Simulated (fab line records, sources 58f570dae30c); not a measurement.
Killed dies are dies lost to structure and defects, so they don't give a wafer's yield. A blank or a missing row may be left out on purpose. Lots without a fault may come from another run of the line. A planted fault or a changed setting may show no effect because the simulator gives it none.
Which tool did it? | flow berkeley_cmos170 | 14 lots, 42 wafers sampled, at 3 steps of a route of 331

WHAT THE GAUGES READ, wafer by wafer
UCB170_CONTACT_THK_MEAS_02.
lot  | measured     | on            | CONTACT_PSG_THK (nm)
L459 | day 7 04:34  | film_metro-04 | 700 706 699
L457 | day 7 04:34  | film_metro-03 | 699 706 702
L456 | day 7 04:47  | film_metro-01 | 699 697 692
L460 | day 7 18:50  | film_metro-03 | 705 699 700
L462 | day 8 04:55  | film_metro-04 | 707 701 699
L461 | day 8 05:35  | film_metro-03 | 698 704 697
L463 | day 8 09:24  | film_metro-04 | 685 690 697
L464 | day 8 09:25  | film_metro-01 | 702 696 702
L465 | day 8 22:53  | film_metro-04 | 652 657 648
L466 | day 8 21:28  | film_metro-03 | 704 713 709
L467 | day 9 14:23  | film_metro-01 | 656 654 662
L471 | day 10 01:40 | film_metro-03 | 698 697 704
L478 | day 11 12:49 | film_metro-04 | 697 703 697
L479 | day 11 17:29 | film_metro-01 | 702 700 701

WHICH TOOL RAN EACH LOT (tool, then ch and the chambers of the sampled wafers, then the start)
lot  | UCB170_NLDD_STRIP_10                 | UCB170_CONTACT_CVD_01
L459 | plasma_asher-03 ch 0,1, day 6 11:05  | lpcvd-02 ch 1, day 7 02:46
L457 | plasma_asher-01 ch 0,1, day 6 11:55  | lpcvd-02 ch 1, day 7 02:46
L456 | plasma_asher-01 ch 0,1, day 6 15:35  | lpcvd-01 ch 0, day 7 02:59
L460 | plasma_asher-01 ch 0,1, day 7 05:14  | lpcvd-01 ch 0, day 7 17:02
L462 | plasma_asher-03 ch 0,1, day 7 15:03  | lpcvd-02 ch 1, day 8 03:07
L461 | plasma_asher-02 ch 0,1, day 7 15:17  | lpcvd-01 ch 1, day 8 02:55
L463 | plasma_asher-02 ch 0,1, day 7 18:41  | lpcvd-02 ch 0, day 8 07:37
L464 | plasma_asher-03 ch 0, day 7 20:05    | lpcvd-02 ch 0, day 8 07:37
L465 | plasma_asher-01 ch 0,1, day 8 08:04  | lpcvd-02 ch 1, day 8 21:07
L466 | plasma_asher-02 ch 0,1, day 8 08:19  | lpcvd-01 ch 1, day 8 19:40
L467 | plasma_asher-03 ch 0,1, day 8 23:46  | lpcvd-02 ch 1, day 9 12:37
L471 | plasma_asher-02 ch 0,1, day 9 09:29  | lpcvd-01 ch 1, day 9 23:53
L478 | plasma_asher-01 ch 0,1, day 10 23:14 | lpcvd-01 ch 1, day 11 11:01
L479 | plasma_asher-01 ch 0,1, day 11 04:35 | lpcvd-01 ch 1, day 11 15:41
- UCB170_NLDD_STRIP_10: strips in O2.
- UCB170_CONTACT_CVD_01: deposits PSG from SiH4/O2/PH3, target thk 700 nm, time 2820 s.

WHAT THE TOOLS THEMSELVES READ (means of the sampled wafers that have a number; where no wafer has one, the mark that the record gives instead)
UCB170_NLDD_STRIP_10.
lot  | tool            | drypump_motor_current_A (A) | oes_product_au (a.u.) | strip_time_to_endpoint_s (s)
L459 | plasma_asher-03 | 5.2                         | 0.738                 | 21.55
L457 | plasma_asher-01 | 6.0                         | 0.734                 | 21.64
L456 | plasma_asher-01 | 5.8                         | 0.736                 | 21.66
L460 | plasma_asher-01 | 6.0                         | 0.735                 | 21.58
L462 | plasma_asher-03 | 5.4                         | 0.734                 | 21.68
L461 | plasma_asher-02 | 5.6                         | 0.733                 | 21.50
L463 | plasma_asher-02 | 5.6                         | 0.736                 | 21.55
L464 | plasma_asher-03 | 4.9                         | 0.734                 | 21.69
L465 | plasma_asher-01 | 5.8                         | 0.733                 | 21.65
L466 | plasma_asher-02 | 5.6                         | 0.734                 | 21.59
L467 | plasma_asher-03 | 5.2                         | 0.727                 | 21.64
L471 | plasma_asher-02 | 5.6                         | 0.731                 | 21.63
L478 | plasma_asher-01 | 6.0                         | 0.732                 | 21.66
L479 | plasma_asher-01 | 5.8                         | 0.737                 | 21.71

UCB170_CONTACT_CVD_01.
lot  | tool     | pressure_mtorr (mTorr) | sih4_flow_sccm (sccm) | zone_power_centre_pct (%)
L459 | lpcvd-02 | 300.0                  | 59.84                 | 23.5
L457 | lpcvd-02 | 299.4                  | 60.04                 | 23.3
L456 | lpcvd-01 | 299.9                  | 60.14                 | 17.5
L460 | lpcvd-01 | 300.4                  | 60.04                 | 17.6
L462 | lpcvd-02 | 299.4                  | 59.97                 | 23.3
L461 | lpcvd-01 | 300.2                  | 59.82                 | 23.4
L463 | lpcvd-02 | 299.7                  | 60.04                 | 21.0
L464 | lpcvd-02 | 299.6                  | 60.28                 | 21.1
L465 | lpcvd-02 | 299.8                  | 47.94                 | 23.3
L466 | lpcvd-01 | 300.1                  | 59.79                 | 23.6
L467 | lpcvd-02 | 299.9                  | 48.08                 | 23.5
L471 | lpcvd-01 | 301.3                  | 60.22                 | 23.6
L478 | lpcvd-01 | 299.6                  | 60.23                 | 23.4
L479 | lpcvd-01 | 300.3                  | 60.01                 | 23.5

THE ANSWER, worked out from the rows above alone
Rule: what is usual is taken from the lots themselves. Put in order of their means at a reading, lots are off if they are a third of the lots or fewer, leave a main group of 4 or more, and stand apart from it by a gap of 3 or more times the standard deviation of the main group's means; of several such gaps the widest counts. A main group whose means are all the same, to the digits that the tables above print for the reading, isn't used. A lot without any number at a reading at which 4 lots or more have one is off too. The other lots that the step has rows for count as sound. The gauges are gone through in route order, then the tools' own readings, and for those a lot's mean is taken as printed above. The first step at which some lot is off is used, and at that step the reading that is off furthest; a lot without a number counts as furthest.
Off: L465, L467, at UCB170_CONTACT_THK_MEAS_02 (CONTACT_PSG_THK). The main group: mean 700 nm, standard deviation 4.
A tool fits if, at a process step before that reading, it ran every lot that is off, and no sound lot after the first of them. The gauges at UCB170_CONTACT_THK_MEAS_02 aren't tried: what is off there is off at UCB170_CONTACT_CVD_01 too, on other tools, and a gauge's error can't cause that. One fits: lpcvd-02 at UCB170_CONTACT_CVD_01. Its last sound lot is L463 (day 8 07:37), its first lot that is off L465 (day 8 21:07): a fault that began between those two fits.
The tool's own readings at UCB170_CONTACT_CVD_01 bear it out: on the lots that are off they differ by more than 5 times the standard deviation of the sound lots' means. sih4_flow_sccm reads 48.01 sccm there against 60.03 sccm on the sound lots.

WHAT THE SIMULATOR HAD PUT IN
Process parameter drift: lpcvd-02, from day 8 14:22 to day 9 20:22, at UCB170_CONTACT_CVD_01. Setting sih4_flow_sccm, moved by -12, from 60. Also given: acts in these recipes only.
Lots struck among those shown: L465, L467. The rule above found the same.
